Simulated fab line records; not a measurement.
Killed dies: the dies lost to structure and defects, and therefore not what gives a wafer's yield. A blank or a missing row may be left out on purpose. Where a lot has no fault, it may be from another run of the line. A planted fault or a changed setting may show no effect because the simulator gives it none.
Split-lot trial | flow rit-cmos | 23 wafers read across 5 lots, on a route 202 steps long

== ABOUT THE SPLIT ==
At RIT_SPACER_CVD_03 (deposits Si3N4 from SiH2Cl2/NH3, target thk 250 nm, time 3300 s), the setting time-s was moved away from the recipe's 3300 s on 15 of the 23 wafers read, by -8.4% to +9.0%. This setting was run at the recipe's value on the other wafers.

== FROM SPLIT TO READING: 1 step shown by the file between the two ==
- RIT_SPACER_THK_MEAS_04

== THE READING ==
oes-product-au, in a.u., at RIT_SPACER_ETCHBACK_05 (etches Si3N4 in SF6/CHF3, stops on SiO2, target depth 250 nm, time 240 s). A value of 0.838 a.u. with a standard deviation of 0.017 a.u. is what fault-free wafers of this fab line usually give.

wafer  | tool, chamber at the split | time-s as run, s | against the recipe | oes-product-au, a.u. | against lot-mates on the recipe
L074.1 | -, -                       | 3300             | recipe             | 0.842                | -
L074.2 | -, -                       | 3300             | recipe             | 0.839                | -
L074.3 | -, -                       | 3300             | recipe             | 0.832                | -
L074.5 | -, -                       | 3300             | recipe             | 0.840                | -
L074.6 | -, -                       | 3300             | recipe             | 0.845                | -
L077.1 | lpcvd-02, 0                | 3300             | recipe             | 0.851                | -
L077.2 | lpcvd-02, 0                | 3300             | recipe             | 0.842                | -
L077.5 | lpcvd-02, 0                | 3300             | recipe             | 0.828                | -
L079.1 | -, -                       | 3596             | +9.0%              | 0.858                | no lot-mate on the recipe
L079.3 | -, -                       | 3596             | +9.0%              | 0.877                | no lot-mate on the recipe
L079.4 | -, -                       | 3596             | +9.0%              | 0.858                | no lot-mate on the recipe
L079.5 | -, -                       | 3596             | +9.0%              | 0.890                | no lot-mate on the recipe
L079.6 | -, -                       | 3596             | +9.0%              | 0.874                | no lot-mate on the recipe
L084.1 | -, -                       | 3022             | -8.4%              | 0.800                | no lot-mate on the recipe
L084.2 | -, -                       | 3022             | -8.4%              | 0.794                | no lot-mate on the recipe
L084.3 | -, -                       | 3022             | -8.4%              | 0.771                | no lot-mate on the recipe
L084.4 | -, -                       | 3022             | -8.4%              | 0.793                | no lot-mate on the recipe
L084.6 | -, -                       | 3022             | -8.4%              | 0.795                | no lot-mate on the recipe
L085.1 | -, -                       | 3598             | +9.0%              | 0.870                | no lot-mate on the recipe
L085.2 | -, -                       | 3598             | +9.0%              | 0.866                | no lot-mate on the recipe
L085.3 | -, -                       | 3598             | +9.0%              | 0.880                | no lot-mate on the recipe
L085.5 | -, -                       | 3598             | +9.0%              | 0.879                | no lot-mate on the recipe
L085.6 | -, -                       | 3598             | +9.0%              | 0.883                | no lot-mate on the recipe

FIT RESULTS
A straight line over all 23 wafers: oes-product-au changes by +0.00461 a.u. for each +1% of time-s; r = +0.95; the points scatter about the line by 0.01 a.u.
Too few moved wafers with a lot-mate on the recipe to fit a line net of each lot's own level.

== THE WHOLE CHAIN: every reading that the file lists as answering this split, in the file's order ==
step                   | what it does                                                             | reading                                                                        | change (the file's fit)                   | r (the file's)
RIT_SPACER_CVD_03      | deposits Si3N4 from SiH2Cl2/NH3, target thk 250 nm, time 3300 s          | Si3N4_of_SPACER_CVD_03.thk-nm (the simulator's own value, which no gauge read) | +2.25 nm for each +1% of the setting      | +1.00
RIT_SPACER_THK_MEAS_04 |                                                                          | SPACER_NITRIDE_THK                                                             | +2.24 for each +1% of the setting         | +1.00
RIT_SPACER_ETCHBACK_05 | etches Si3N4 in SF6/CHF3, stops on SiO2, target depth 250 nm, time 240 s | oes-product-au                                                                 | +0.00462 a.u. for each +1% of the setting | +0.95
RIT_SPACER_ETCHBACK_05 | etches Si3N4 in SF6/CHF3, stops on SiO2, target depth 250 nm, time 240 s | etch.depth-nm (the simulator's own value, which no gauge read)                 | +2.25 nm for each +1% of the setting      | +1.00
RIT_SPACER_ETCHBACK_05 | etches Si3N4 in SF6/CHF3, stops on SiO2, target depth 250 nm, time 240 s | Si3N4_of_SPACER_CVD_03.thk-nm (the simulator's own value, which no gauge read) | +1.71 nm for each +1% of the setting      | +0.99

== FILE'S OWN FIT ==
oes-product-au changes by +0.00462 a.u. for each +1% of time-s, r = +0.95.
